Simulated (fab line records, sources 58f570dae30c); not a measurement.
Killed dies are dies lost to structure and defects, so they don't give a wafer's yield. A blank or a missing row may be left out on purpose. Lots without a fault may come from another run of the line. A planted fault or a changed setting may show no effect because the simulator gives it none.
Which tool did it? | flow berkeley_cmos170 | 7 lots, 21 wafers sampled, at 1 step of a route of 331

WHAT THE GAUGES READ, wafer by wafer
UCB170_SACOX_THK_MEAS_02.
lot  | measured    | on            | SACOX_OXIDE_THK (nm)
L902 | day 5 13:35 | film_metro-02 | 14.62 14.35 14.47
L908 | day 6 11:37 | film_metro-04 | 14.16 14.41 14.54
L909 | day 6 11:40 | film_metro-04 | 14.02 14.13 14.43
L913 | day 7 05:11 | film_metro-03 | 14.16 14.58 14.51
L915 | day 8 06:21 | film_metro-04 | 14.70 14.75 14.50
L921 | day 9 07:08 | film_metro-04 | 14.58 14.48 14.26
L923 | day 9 16:05 | film_metro-04 | 13.89 13.82 14.14

WHICH TOOL RAN EACH LOT (tool, then ch and the chambers of the sampled wafers, then the start)
The record holds no process step before these readings.

THE ANSWER, worked out from the rows above alone
Rule: what is usual is taken from the lots themselves. Put in order of their means at a reading, lots are off if they are a third of the lots or fewer, leave a main group of 4 or more, and stand apart from it by a gap of 3 or more times the standard deviation of the main group's means; of several such gaps the widest counts. A main group whose means are all the same, to the digits that the tables above print for the reading, isn't used. A lot without any number at a reading at which 4 lots or more have one is off too. The other lots that the step has rows for count as sound.
No lot is off at any reading shown: from this, nothing can be told.

WHAT THE SIMULATOR HAD PUT IN
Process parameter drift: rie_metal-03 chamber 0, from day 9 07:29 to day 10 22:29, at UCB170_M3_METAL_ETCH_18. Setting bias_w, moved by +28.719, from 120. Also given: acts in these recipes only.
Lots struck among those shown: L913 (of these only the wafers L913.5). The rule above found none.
